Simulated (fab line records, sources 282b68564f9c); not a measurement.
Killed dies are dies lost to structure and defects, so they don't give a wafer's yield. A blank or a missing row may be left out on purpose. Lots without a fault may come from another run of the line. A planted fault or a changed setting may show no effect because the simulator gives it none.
fab line records | flow rit_cmos
record lots=5 wafers=23
route steps=202 shown ACTIVE@4 FOX2@23 NWELL@36 PWELL@47 NRETRO@61 PRETRO@66 GATE@81 REOX@99 NLDD@111 SPACER@128 PSD@143 M1@202
start_h: hours from the record's first day to the start of the lot's first wafer shown | wait_h: hours since the lot's step before | " the same as in the row above | L1.1+2: a row that stands for several wafers | - no value, or no start given | * or withheld: withheld | < > ~ a bound
route shown NAME@n: a module of which the file shows steps, and the number in the route of the first | usual: mean/standard deviation of fault-free wafers | same: alike in all rows | chamber/n: place in a boat | sites: the reading at each site | _std_site: their standard deviation | _edge_site: outer sites' mean less inner sites' | radius_mm: how far each site lies from the wafer's centre | mask NAME#n: copy n | behind: the tool/chamber that last shaped the wafer | hold: why the lot was held/for how many hours/how that ended | device: the transistor (n, p or np) that didn't switch | end of line: the same wafers' tests at the end of the route | a step without rows: its recipe alone | killed: dies lost to structure and defects at the first sort, not the wafer's yield | map: a wafer's dies, x killed, . not, _ none there
set.NAME: the setting as run; set.NAME@STEP: as run at that earlier step | model.NAME: the simulator's own value behind a step, which no gauge read
lots whose settings were changed on purpose; a table a step, a row a wafer
## steps
# step RIT_ACTIVE_CVD_03
# recipe material=Si3N4 target_thk_nm=150 temp_c=810 precursor=SiH2Cl2/NH3 time_s=1500 pressure_mtorr=300 sih2cl2_flow_sccm=60 nh3_flow_sccm=150
# columns lot.wafer tool chamber start_h wait_h set.temp_c model.Si3N4_of_ACTIVE_CVD_03.thk_nm
L074.1 - - - 0.1 819.5 177.9
L074.2+5 " - " " 819.5 177.7
L074.3 " - " " 819.5 178.4
L074.6 " - " " 819.5 178
L076.1 - - - 0.1 833.8 227.3
L076.3+4 " - " " 833.8 227.5
L076.5 " - " " 833.8 227.6
L076.6 " - " " 833.8 226.9
L081.1 - - - 0.1 786.7 98.6
L081.2 " - " " 786.7 98.02
L081.3 " - " " 786.7 97.18
L081.4 " - " " 786.7 98.91
L081.6 " - " " 786.7 97.84
L082.2 - - - 0.0 824.6 191.8
L082.3+5 " - " " 824.6 192.3
L082.4 " - " " 824.6 192.9
L082.6 " - " " 824.6 192.8
L083.1 lpcvd-02 0 58.20 0.1 810 147.5
L083.5 " 0 " " 810 148.4
L083.6 " 0 " " 810 148.6
# step RIT_ACTIVE_THK_MEAS_04
# recipe reads=Si3N4_of_ACTIVE_CVD_03
# usual ACTIVE_NITRIDE_THK=149.8/1.4
# columns lot.wafer tool chamber start_h wait_h set.temp_c@ACTIVE_CVD_03 ACTIVE_NITRIDE_THK[nm]
L074.1 film_metro-04 - - - 819.5 177.9
L074.2 " - " " 819.5 177.7
L074.3 " - " " 819.5 178.3
L074.5 " - " " 819.5 177.8
L074.6 " - " " 819.5 178.1
L076.1 film_metro-03 - - - 833.8 227.3
L076.3 " - " " 833.8 227.6
L076.4 " - " " 833.8 227.4
L076.5 " - " " 833.8 227.5
L076.6 " - " " 833.8 226.8
L081.1 film_metro-04 - - - 786.7 98.5
L081.2 " - " " 786.7 98.1
L081.3 " - " " 786.7 97.2
L081.4 " - " " 786.7 98.8
L081.6 " - " " 786.7 97.9
L082.2 film_metro-03 - - - 824.6 191.9
L082.3 " - " " 824.6 192.1
L082.4 " - " " 824.6 193.0
L082.5 " - " " 824.6 192.1
L082.6 " - " " 824.6 192.7
L083.1 film_metro-03 - 59.62 0.0 810 147.5
L083.5 " - " " 810 148.5
L083.6 " - " " 810 148.6
# step RIT_ACTIVE_ETCH_13
# recipe stop_on=SiO2 chemistry=SF6 target=Si3N4 time_s=210 over_etch_frac=0.4 SF6_flow_sccm=200 pressure_mtorr=260 rf_w=125 target_depth_a=2100
# usual oes_product_au=0.823/0.012
# columns lot.wafer tool chamber start_h wait_h set.time_s set.temp_c@ACTIVE_CVD_03 oes_product_au
L074.1 rie_diel-01 2 14.71 0.1 210 819.5 0.889
L074.2 " 1 " " 210 819.5 0.922
L074.3 " 0 " " 210 819.5 0.894
L074.5 " 3 " " 196.8 819.5 0.949
L074.6 " 2 " " 196.8 819.5 0.924
L076.1 rie_diel-03 2 24.71 0.1 210 833.8 1.007
L076.3 " 1 " " 210 833.8 0.995
L076.4 " 3 " " 210 833.8 0.977
L076.5 " 1 " " 210 833.8 0.989
L076.6 " 0 " " 210 833.8 0.993
L081.1 rie_diel-03 3 51.02 0.1 210 786.7 0.664
L081.2 " 0 " " 231.2 786.7 0.661
L081.3 " 2 " " 210 786.7 0.669
L081.4 " 1 " " 231.2 786.7 0.662
L081.6 " 0 " " 210 786.7 0.678
L082.2 rie_diel-04 0 54.91 0.1 210 824.6 0.942
L082.3 " 3 " " 210 824.6 0.958
L082.4 " 0 " " 210 824.6 0.947
L082.5 " 1 " " 232 824.6 0.959
L082.6 " 3 " " 232 824.6 0.959
L083.1 rie_diel-04 3 61.19 0.1 210 810 0.817
L083.5 " 3 " " 210 810 0.827
L083.6 " 0 " " 210 810 0.818
# step RIT_FOX2_OXIDATION_00
# recipe temp_c=1100 ambient=H2O target_thk_a=3507 p_h2o_torr=720 ox_time_s=1130
# columns lot.wafer tool chamber start_h wait_h set.ox_time_s model.SiO2_of_FOX2_OXIDATION_00.thk_nm
L074.1 - - - 0.0 1076 342.2
L074.2 " - " " 1076 345.3
L074.3 " - " " 1076 342.5
L074.5 " - " " 1076 353.2
L074.6 " - " " 1076 344
L076.1 - - - 0.1 1249 371.8
L076.3 " - " " 1249 361
L076.4 " - " " 1249 362.8
L076.5 " - " " 1249 365.7
L076.6 " - " " 1249 370.5
L081.1 - - - 0.0 1177 350.6
L081.2 " - " " 1177 360.1
L081.3 " - " " 1177 350.1
L081.4 " - " " 1177 359.2
L081.6 " - " " 1177 358.9
L082.2 - - - 0.2 1052 336.1
L082.3 " - " " 1052 333.6
L082.4 " - " " 1052 330.1
L082.5 " - " " 1052 337
L082.6 " - " " 1052 338.4
L083.1 furnace-02 0 63.92 0.4 1130 361.6
L083.5 " 0 " " 1130 360.5
L083.6 " 0 " " 1130 356.3
# step RIT_FOX2_CLEAN_02
# recipe chemistry=dHF dilution=50:1 time_s=180
# step RIT_FOX2_WET_ETCH_03
# recipe chemistry=H3PO4 target=Si3N4 target_depth_nm=195 temp_c=165 time_s=2700
# columns lot.wafer tool chamber start_h wait_h set.time_s@ACTIVE_ETCH_13 model.SiO2_of_ACTIVE_OXIDATION_01.thk_nm
L074.1 wet_bench-02 3 19.32 0.0 210 41.59
L074.2 " 3 " " 210 40.56
L074.3 " 3 " " 210 40.67
L074.5 " 3 " " 196.8 42.2
L074.6 " 3 " " 196.8 41.98
L076.1 wet_bench-03 3 28.49 0.0 210 42.27
L076.3 " 3 " " 210 43.03
L076.4 " 3 " " 210 42.49
L076.5 " 3 " " 210 42.47
L076.6 " 3 " " 210 41.99
L081.1 wet_bench-02 3 55.48 0.0 210 40.63
L081.2 " 3 " " 231.2 34.38
L081.3 " 3 " " 210 39.31
L081.4 " 3 " " 231.2 35.76
L081.6 " 3 " " 210 41.4
L082.2 wet_bench-03 1 59.58 0.0 210 39.56
L082.3 " 1 " " 210 39.37
L082.4 " 1 " " 210 39.55
L082.5 " 1 " " 232 33.74
L082.6 " 1 " " 232 32.2
L083.1 wet_bench-03 2 65.35 0.0 210 40.24
L083.5 " 2 " " 210 40.47
L083.6 " 2 " " 210 41.42
# step RIT_NWELL_IMPLANT_08
# recipe species=P energy_kev=170 dose_cm2=5e+13 tilt_deg=7
# columns lot.wafer tool chamber start_h wait_h set.energy_kev model.implant.rp_nm model.implant.drp_nm
L074.1+2 implanter-02 0 21.30 0.2 170 210.6 68.82
L074.3+5+6 " 0 " " 164 203 67.03
L076.1+4+6 implanter-01 0 30.58 0.2 164.7 201.4 67.24
L076.3+5 " 0 " " 170 208.1 68.82
L081.1+2+6 implanter-02 0 57.76 0.2 173.5 217.5 69.88
L081.3+4 " 0 " " 170 213 68.82
L082.2+4 implanter-04 0 61.77 0.2 170 205.8 68.82
L082.3+5+6 " 0 " " 159.9 193.2 65.79
L083.1+5+6 implanter-02 0 67.47 0.2 170 212 68.82
# step RIT_PWELL_IMPLANT_08
# recipe species=B energy_kev=170 dose_cm2=7e+13 tilt_deg=7
# columns lot.wafer tool chamber start_h wait_h set.energy_kev model.implant.rp_nm model.implant.drp_nm
L074.1+5+6 implanter-02 0 22.98 0.2 162.5 459 101.2
L074.2+3 " 0 " " 170 474.7 102.9
L076.1+5 implanter-04 0 32.13 0.2 170 480 102.9
L076.3+4+6 " 0 " " 166.6 472.8 102.2
L081.1+2+3 implanter-04 0 59.31 0.2 170 498.5 102.9
L081.4+6 " 0 " " 177.5 515.4 104.1
L082.2+4+5 implanter-02 0 63.44 0.2 174 489.5 103.5
L082.3+6 " 0 " " 170 480.8 102.9
L083.1+5+6 implanter-04 0 69.14 0.2 170 481.8 102.9
# step RIT_NRETRO_IMPLANT_08
# recipe species=P energy_kev=70 dose_cm2=1e+13 tilt_deg=7
# columns lot.wafer tool chamber start_h wait_h set.energy_kev model.implant.rp_nm model.implant.drp_nm
L074.1+3+6 implanter-03 0 29.97 0.2 73.44 89.13 35.33
L074.2+5 " 0 " " 70 84.84 33.94
L076.1+3+6 implanter-01 0 39.36 0.2 70 87.99 33.94
L076.4+5 " 0 " " 67.45 84.7 32.88
L081.1+3+4 implanter-03 0 66.31 0.2 68.49 83.75 33.32
L081.2+6 " 0 " " 70 85.65 33.94
L082.2+3+4+5+6 implanter-03 0 71.08 0.2 70 87.02 33.94
L083.1+5+6 implanter-01 0 76.14 0.2 70 83.49 33.94
# step RIT_PRETRO_SOFTBAKE_02
# recipe resist=NOVOLAK temp_c=90 time_s=60
# columns lot.wafer tool chamber start_h wait_h set.temp_c model.NOVOLAK_of_PRETRO_COAT_01.thk_nm
L074.1+6 litho_track-03 0 30.65 0.1 90 1302
L074.2 " 0 " " 90 1303
L074.3 " 0 " " 90 1304
L074.5 " 0 " " 90 1299
L076.1 litho_track-03 0 40.04 0.1 93.13 1286
L076.3 " 0 " " 90 1302
L076.4 " 0 " " 93.13 1285
L076.5 " 0 " " 93.13 1292
L076.6 " 0 " " 90 1304
L081.1 litho_track-03 0 67.00 0.1 90 1305
L081.2+3 " 0 " " 90 1304
L081.4 " 0 " " 90 1299
L081.6 " 0 " " 90 1306
L082.2 litho_track-01 0 71.77 0.1 90 1295
L082.3 " 0 " " 90 1299
L082.4 " 0 " " 93.25 1285
L082.5 " 0 " " 90 1297
L082.6 " 0 " " 93.25 1283
L083.1 litho_track-04 0 76.83 0.1 90 1296
L083.5 " 0 " " 90 1300
L083.6 " 0 " " 90 1292
# step RIT_PRETRO_IMPLANT_08
# recipe species=B energy_kev=45 dose_cm2=1.2e+13 tilt_deg=7
# columns lot.wafer tool chamber start_h wait_h set.energy_kev model.implant.rp_nm model.implant.drp_nm
L074.1+3+5 implanter-03 0 31.65 0.2 46 146.6 55.79
L074.2+6 " 0 " " 45 143.6 55.07
L076.1+3+4 implanter-03 0 41.04 0.2 45 145 55.07
L076.5+6 " 0 " " 46.74 150.2 56.32
L081.1+4 implanter-02 0 67.99 0.2 46.93 149.2 56.45
L081.2+3+6 " 0 " " 45 143.4 55.07
L082.2+3+4+5+6 implanter-03 0 72.76 0.2 45 146.8 55.07
L083.1+5+6 implanter-03 0 77.69 0.2 45 141.1 55.07
# step RIT_GATE_OXIDATION_05
# recipe temp_c=900 ambient=O2 target_thk_a=30 ox_time_s=270
# columns lot.wafer tool chamber start_h wait_h set.ox_time_s model.SiO2_of_GATE_OXIDATION_05.thk_nm
L074.1 - - - 0.4 270 3.04
L074.2 " - " " 270 3.033
L074.3 " - " " 270 3.035
L074.5 " - " " 270 3.128
L074.6 " - " " 270 3.004
L076.1 - - - 0.1 244.2 2.744
L076.3 " - " " 244.2 2.739
L076.4 " - " " 244.2 2.737
L076.5 " - " " 244.2 2.748
L076.6 " - " " 244.2 2.718
L081.1 - - - 0.1 270 3.039
L081.2 " - " " 270 3.088
L081.3+6 " - " " 270 3.025
L081.4 " - " " 270 3.055
L082.2 - - - 0.0 297.3 3.21
L082.3 " - " " 297.3 3.253
L082.4 " - " " 297.3 3.233
L082.5+6 " - " " 297.3 3.216
L083.1+5 furnace-03 0 78.55 0.1 270 3.026
L083.6 " 0 " " 270 3.088
# step RIT_GATE_EXPOSE_13
# recipe mask_id=M6 na=0.6 source_shape=conventional sigma_outer=0.6 target_cd_nm=150 dose_mj=380
# columns lot.wafer tool chamber start_h wait_h mask set.dose_mj
L074.1+2+5 iline_stepper-01 0 36.38 0.1 M6#0 391
L074.3+6 " 0 " " M6#0 380
L076.1+3 iline_stepper-02 0 48.49 0.1 M6#0 380
L076.4+5+6 " 0 " " M6#0 391.9
L081.1+3+6 iline_stepper-01 0 72.55 0.2 M6#0 380
L081.2+4 " 0 " " M6#0 361
L082.2+6 iline_stepper-01 0 77.34 0.1 M6#0 398
L082.3+4+5 " 0 " " M6#0 380
L083.1+5+6 iline_stepper-02 0 82.19 0.2 M6#0 380
# step RIT_REOX_CLEAN_01
# recipe chemistry=dHF dilution=50:1 time_s=30
# columns lot.wafer tool chamber start_h wait_h set.time_s
L074.1+2+3+5+6 - - - 0.0 31.41
L076.1+3+4+5+6 - - - 0.0 30
L081.1+2+3+4+6 - - - 0.0 27.68
L082.2+3+4+5+6 - - - 0.0 33.62
L083.1+5+6 wet_bench-01 2 83.58 0.0 30
# step RIT_NLDD_IMPLANT_08
# recipe species=P energy_kev=20 dose_cm2=5e+14 tilt_deg=7
# columns lot.wafer tool chamber start_h wait_h set.energy_kev model.implant.drp_nm
L074.1+2+6 implanter-04 0 41.63 0.1 19.13 12.63
L074.3+5 " 0 " " 20 12.97
L076.1+3+6 implanter-01 0 53.75 0.1 20.36 13.11
L076.4+5 " 0 " " 20 12.97
L081.1+2+3 implanter-04 0 77.70 0.1 20 12.97
L081.4+6 " 0 " " 20.9 13.32
L082.2+3 implanter-01 0 82.62 0.1 19.51 12.78
L082.4+5+6 " 0 " " 20 12.97
L083.1+5+6 implanter-01 0 87.46 0.1 20 12.97
# step RIT_SPACER_CVD_03
# recipe material=Si3N4 target_thk_nm=250 temp_c=810 precursor=SiH2Cl2/NH3 time_s=3300 pressure_mtorr=300 sih2cl2_flow_sccm=60 nh3_flow_sccm=150
# columns lot.wafer tool chamber start_h wait_h set.temp_c model.Si3N4_of_SPACER_CVD_03.thk_nm
L074.1 - - - 0.0 810 250.6
L074.2 " - " " 810 247.1
L074.3 " - " " 810 249.4
L074.5 " - " " 810 246.9
L074.6 " - " " 810 250.5
L076.1+3 - - - 0.0 799.3 206.3
L076.4 " - " " 799.3 204.2
L076.5 " - " " 799.3 205.3
L076.6 " - " " 799.3 206.2
L081.1 - - - 0.0 828.6 345.4
L081.2 " - " " 828.6 344.1
L081.3 " - " " 828.6 343.7
L081.4 " - " " 828.6 344.6
L081.6 " - " " 828.6 345.6
L082.2 - - - 0.0 816.7 282.2
L082.3+6 " - " " 816.7 281.8
L082.4 " - " " 816.7 282.5
L082.5 " - " " 816.7 283.4
L083.1+5+6 lpcvd-01 0 89.75 0.0 810 251.2
# step RIT_SPACER_THK_MEAS_04
# recipe reads=Si3N4_of_SPACER_CVD_03
# usual SPACER_NITRIDE_THK=249.0/2.5
# columns lot.wafer tool chamber start_h wait_h set.temp_c@SPACER_CVD_03 SPACER_NITRIDE_THK[nm]
L074.1 film_metro-01 - - - 810 250.7
L074.2 " - " " 810 247.0
L074.3 " - " " 810 249.6
L074.5 " - " " 810 247.0
L074.6 " - " " 810 250.7
L076.1 film_metro-03 - - - 799.3 206.2
L076.3 " - " " 799.3 206.3
L076.4 " - " " 799.3 204.4
L076.5 " - " " 799.3 205.3
L076.6 " - " " 799.3 206.1
L081.1 film_metro-01 - - - 828.6 345.5
L081.2 " - " " 828.6 344.4
L081.3 " - " " 828.6 343.7
L081.4 " - " " 828.6 344.7
L081.6 " - " " 828.6 345.4
L082.2 film_metro-01 - - - 816.7 281.9
L082.3 " - " " 816.7 281.8
L082.4 " - " " 816.7 282.6
L082.5 " - " " 816.7 283.5
L082.6 " - " " 816.7 281.8
L083.1 film_metro-03 - 91.67 0.0 810 251.4
L083.5 " - " " 810 251.1
L083.6 " - " " 810 251.2
# step RIT_SPACER_ETCHBACK_05
# recipe target_depth_a=2500 SF6_flow_sccm=30 CHF3_flow_sccm=30 target=Si3N4 chemistry=SF6/CHF3 pressure_mtorr=40 rf_w=250 time_s=240 stop_on=SiO2
# usual oes_product_au=0.845/0.015
# columns lot.wafer tool chamber start_h wait_h set.temp_c@SPACER_CVD_03 oes_product_au model.etch.depth_nm model.Si3N4_of_SPACER_CVD_03.thk_nm
L074.1 rie_diel-02 1 45.81 0.1 810 0.834 - 198.5
L074.2 " 2 " " 810 0.869 - 194.4
L074.3 " 0 " " 810 0.838 249.4 196.9
L074.5 " 1 " " 810 0.823 246.9 195.4
L074.6 " 0 " " 810 0.849 - 197.2
L076.1 rie_diel-03 2 57.90 0.1 799.3 0.742 - 161.4
L076.3 " 3 " " 799.3 0.730 - 161.7
L076.4 " 1 " " 799.3 0.732 - 159.4
L076.5 " 2 " " 799.3 0.736 205.3 160.7
L076.6 " 1 " " 799.3 0.732 206.2 161
L081.1 rie_diel-02 0 81.89 0.1 828.6 0.990 - 271.2
L081.2 " 3 " " 828.6 1.013 308.1 270.8
L081.3 " 2 " " 828.6 1.020 309.6 270.1
L081.4 " 2 " " 828.6 1.017 307.7 271.2
L081.6 " 0 " " 828.6 0.995 - 271.1
L082.2 rie_diel-02 2 86.75 0.0 816.7 0.943 282.2 222.5
L082.3 " 3 " " 816.7 0.945 281.8 222.9
L082.4 " 3 " " 816.7 0.934 282.5 223.1
L082.5 " 2 " " 816.7 0.953 283.4 223.3
L082.6 " 0 " " 816.7 0.914 281.8 222.6
L083.1 rie_diel-03 3 91.73 0.1 810 0.833 251.2 196.8
L083.5 " 0 " " 810 0.854 251.2 196.2
L083.6 " 3 " " 810 0.839 251.2 196.9
# step RIT_PSD_COAT_01
# recipe resist=NOVOLAK spin_rpm=3250 resist_thk_nm=1000
# columns lot.wafer tool chamber start_h wait_h set.spin_rpm model.NOVOLAK_of_PSD_COAT_01.thk_nm
L074.1 litho_track-04 0 47.53 0.1 3403 980
L074.2 " 0 " " 3250 1002
L074.3 " 0 " " 3403 981.7
L074.5 " 0 " " 3250 1003
L074.6 " 0 " " 3403 981.2
L076.1 litho_track-02 0 59.86 0.1 3250 1002
L076.3+4+6 " 0 " " 3052 1035
L076.5 " 0 " " 3250 999.4
L081.1+6 litho_track-02 0 83.98 0.1 3250 1001
L081.2 " 0 " " 3250 999.8
L081.3 " 0 " " 3250 998.3
L081.4 " 0 " " 3250 998.7
L082.2 litho_track-04 0 88.66 0.1 3024 1036
L082.3 " 0 " " 3024 1038
L082.4 " 0 " " 3024 1037
L082.5 " 0 " " 3250 1000
L082.6 " 0 " " 3250 1002
L083.1+6 litho_track-04 0 93.45 0.1 3250 1003
L083.5 " 0 " " 3250 1001
# step RIT_PSD_SOFTBAKE_02
# recipe resist=NOVOLAK temp_c=90 time_s=60
# step RIT_PSD_EXPOSE_03
# recipe mask_id=M10 na=0.57 target_cd_nm=40900 dose_mj=250
# step RIT_PSD_DEVELOP_05
# recipe resist=NOVOLAK develop_time_s=50 dev_temp_c=23
# step RIT_PSD_HARDBAKE_07
# recipe resist=NOVOLAK temp_c=140 time_s=60
# columns lot.wafer tool chamber start_h wait_h set.spin_rpm@PSD_COAT_01 model.NOVOLAK_of_PSD_COAT_01.thk_nm
L074.1 litho_track-04 0 48.26 0.0 3403 866.2
L074.2 " 0 " " 3250 885.2
L074.3 " 0 " " 3403 867.7
L074.5 " 0 " " 3250 886.1
L074.6 " 0 " " 3403 867.4
L076.1 litho_track-04 0 61.08 0.0 3250 885.9
L076.3 " 0 " " 3052 914.8
L076.4 " 0 " " 3052 914.7
L076.5 " 0 " " 3250 883.2
L076.6 " 0 " " 3052 914.6
L081.1 litho_track-04 0 84.84 0.0 3250 884.5
L081.2 " 0 " " 3250 883.6
L081.3 " 0 " " 3250 882.2
L081.4 " 0 " " 3250 882.7
L081.6 " 0 " " 3250 884.9
L082.2 litho_track-02 0 89.40 0.0 3024 915
L082.3 " 0 " " 3024 917.1
L082.4 " 0 " " 3024 916.5
L082.5 " 0 " " 3250 883.8
L082.6 " 0 " " 3250 885.1
L083.1 litho_track-03 0 94.31 0.0 3250 886
L083.5 " 0 " " 3250 884.9
L083.6 " 0 " " 3250 886.4
# step RIT_M1_PROBE_99
# columns lot.wafer tool chamber start_h wait_h set.dose_mj@GATE_EXPOSE_13 set.time_s@REOX_CLEAN_01 model.etest.nldd.width_nm model.etest.nmos_0p15.drive_ua_um model.etest.nmos_0p15.r_on_ohm_um model.etest.pldd.width_nm model.etest.pmos_0p15.drive_ua_um model.etest.pmos_0p15.r_on_ohm_um model.etest.pmos_turned.r_on_ohm_um
L074.1 prober-01 - 56.98 0.1 391 31.41 3204 467.9 1127 3180 254.1 2796 3595
L074.2 prober-01 - 57.03 0.1 391 31.41 3198 535.2 1062 3199 292.8 2494 3277
L074.3 prober-01 - 57.08 0.2 380 31.41 3209 473.4 1123 3202 248.9 2833 3645
L074.5 prober-01 - 57.18 0.2 391 31.41 3210 475.7 1086 3184 252.2 2771 3540
L074.6 prober-01 - 57.23 0.2 380 31.41 3211 463.4 1144 3186 251.7 2809 3584
L081.1+3+6 prober-02 - 93.43 0.1 380 27.68 - - - - - - -
L081.2+4 prober-02 - 93.48 0.1 361 27.68 - - - - - - -
L082.2 prober-01 - 98.49 0.1 398 33.62 3261 592.7 882.4 3258 341 2118 2732
L082.3 prober-01 - 98.54 0.2 380 33.62 3240 446.2 1084 3243 248 2767 3438
L082.4 prober-01 - 98.59 0.2 380 33.62 3251 455.1 1071 3238 248.2 2785 3408
L082.5 prober-01 - 98.64 0.2 380 33.62 3250 464.3 1037 3235 257.1 2712 3330
L082.6 prober-01 - 98.69 0.2 398 33.62 3237 587.2 895 3252 330.7 2159 2806
L083.1 prober-02 - 102.74 0.1 380 30 3161 442.7 1201 3143 245.7 2874 3526
L083.5 prober-02 - 102.94 0.2 380 30 3153 443.5 1210 3148 250.6 2819 3495
L083.6 prober-02 - 102.99 0.2 380 30 3168 447.2 1189 3152 249.8 2832 3511
# killed by level:class
L083.1 GATE:geometric_particle:open=4 SILICIDE:geometric_particle:open=2 SILICIDE:geometric_particle:short=1
L083.5 GATE:geometric_particle:open=3 GATE:geometric_particle:short=3 SILICIDE:geometric_particle:open=1
L083.6 GATE:geometric_particle:short=2 FOX1:geometric_particle:open=1 GATE:geometric_particle:open=1 REOX:geometric_particle:short=1 SILICIDE:geometric_particle:open=1 SILICIDE:geometric_particle:short=1
## key
split step=RIT_ACTIVE_CVD_03 setting=temp_c stated=810 by=lot
response step=RIT_ACTIVE_CVD_03 reading=model.Si3N4_of_ACTIVE_CVD_03.thk_nm change=+21.7 per=1% r=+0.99
response step=RIT_ACTIVE_THK_MEAS_04 reading=ACTIVE_NITRIDE_THK change=+21.7 per=1% r=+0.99
response step=RIT_ACTIVE_ETCH_13 reading=oes_product_au change=+0.0581 per=1% r=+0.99
split step=RIT_ACTIVE_ETCH_13 setting=time_s stated=210 by=wafer
response step=RIT_FOX2_WET_ETCH_03 reading=model.SiO2_of_ACTIVE_OXIDATION_01.thk_nm change=-0.517 per=1% r=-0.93
split step=RIT_FOX2_OXIDATION_00 setting=ox_time_s stated=1130 by=lot
response step=RIT_FOX2_OXIDATION_00 reading=model.SiO2_of_FOX2_OXIDATION_00.thk_nm change=+1.61 per=1% r=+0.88
split step=RIT_NWELL_IMPLANT_08 setting=energy_kev stated=170 by=wafer
response step=RIT_NWELL_IMPLANT_08 reading=model.implant.rp_nm change=+2.13 per=1% r=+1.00
response step=RIT_NWELL_IMPLANT_08 reading=model.implant.drp_nm change=+0.51 per=1% r=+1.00
split step=RIT_PWELL_IMPLANT_08 setting=energy_kev stated=170 by=wafer
response step=RIT_PWELL_IMPLANT_08 reading=model.implant.rp_nm change=+3.69 per=1% r=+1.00
response step=RIT_PWELL_IMPLANT_08 reading=model.implant.drp_nm change=+0.318 per=1% r=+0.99
split step=RIT_NRETRO_IMPLANT_08 setting=energy_kev stated=70 by=wafer
response step=RIT_NRETRO_IMPLANT_08 reading=model.implant.rp_nm change=+0.883 per=1% r=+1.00
response step=RIT_NRETRO_IMPLANT_08 reading=model.implant.drp_nm change=+0.286 per=1% r=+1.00
split step=RIT_PRETRO_SOFTBAKE_02 setting=temp_c stated=90 by=wafer
response step=RIT_PRETRO_SOFTBAKE_02 reading=model.NOVOLAK_of_PRETRO_COAT_01.thk_nm change=-3.96 per=1% r=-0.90
split step=RIT_PRETRO_IMPLANT_08 setting=energy_kev stated=45 by=wafer
response step=RIT_PRETRO_IMPLANT_08 reading=model.implant.rp_nm change=+1.36 per=1% r=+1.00
response step=RIT_PRETRO_IMPLANT_08 reading=model.implant.drp_nm change=+0.322 per=1% r=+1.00
split step=RIT_GATE_OXIDATION_05 setting=ox_time_s stated=270 by=lot
response step=RIT_GATE_OXIDATION_05 reading=model.SiO2_of_GATE_OXIDATION_05.thk_nm change=+0.0247 per=1% r=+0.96
split step=RIT_GATE_EXPOSE_13 setting=dose_mj stated=380 by=wafer
response step=RIT_M1_PROBE_99 reading=model.etest.pmos_turned.r_on_ohm_um change=-109 per=1% r=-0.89
response step=RIT_M1_PROBE_99 reading=model.etest.pmos_0p15.r_on_ohm_um change=-107 per=1% r=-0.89
response step=RIT_M1_PROBE_99 reading=model.etest.nmos_0p15.r_on_ohm_um change=-30.9 per=1% r=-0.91
response step=RIT_M1_PROBE_99 reading=model.etest.nmos_0p15.drive_ua_um change=+23 per=1% r=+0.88
response step=RIT_M1_PROBE_99 reading=model.etest.pmos_0p15.drive_ua_um change=+14.5 per=1% r=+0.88
split step=RIT_REOX_CLEAN_01 setting=time_s stated=30 by=lot
response step=RIT_M1_PROBE_99 reading=model.etest.nldd.width_nm change=+6.89 per=1% r=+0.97
response step=RIT_M1_PROBE_99 reading=model.etest.pldd.width_nm change=+7.96 per=1% r=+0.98
split step=RIT_NLDD_IMPLANT_08 setting=energy_kev stated=20 by=wafer
response step=RIT_NLDD_IMPLANT_08 reading=model.implant.drp_nm change=+0.0782 per=1% r=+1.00
split step=RIT_SPACER_CVD_03 setting=temp_c stated=810 by=lot
response step=RIT_SPACER_CVD_03 reading=model.Si3N4_of_SPACER_CVD_03.thk_nm change=+38.7 per=1% r=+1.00
response step=RIT_SPACER_THK_MEAS_04 reading=SPACER_NITRIDE_THK change=+38.7 per=1% r=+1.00
response step=RIT_SPACER_ETCHBACK_05 reading=oes_product_au change=+0.0771 per=1% r=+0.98
response step=RIT_SPACER_ETCHBACK_05 reading=model.etch.depth_nm change=+28.5 per=1% r=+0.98
response step=RIT_SPACER_ETCHBACK_05 reading=model.Si3N4_of_SPACER_CVD_03.thk_nm change=+30.6 per=1% r=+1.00
split step=RIT_PSD_COAT_01 setting=spin_rpm stated=3250 by=wafer
response step=RIT_PSD_COAT_01 reading=model.NOVOLAK_of_PSD_COAT_01.thk_nm change=-5.22 per=1% r=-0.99
response step=RIT_PSD_HARDBAKE_07 reading=model.NOVOLAK_of_PSD_COAT_01.thk_nm change=-4.57 per=1% r=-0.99
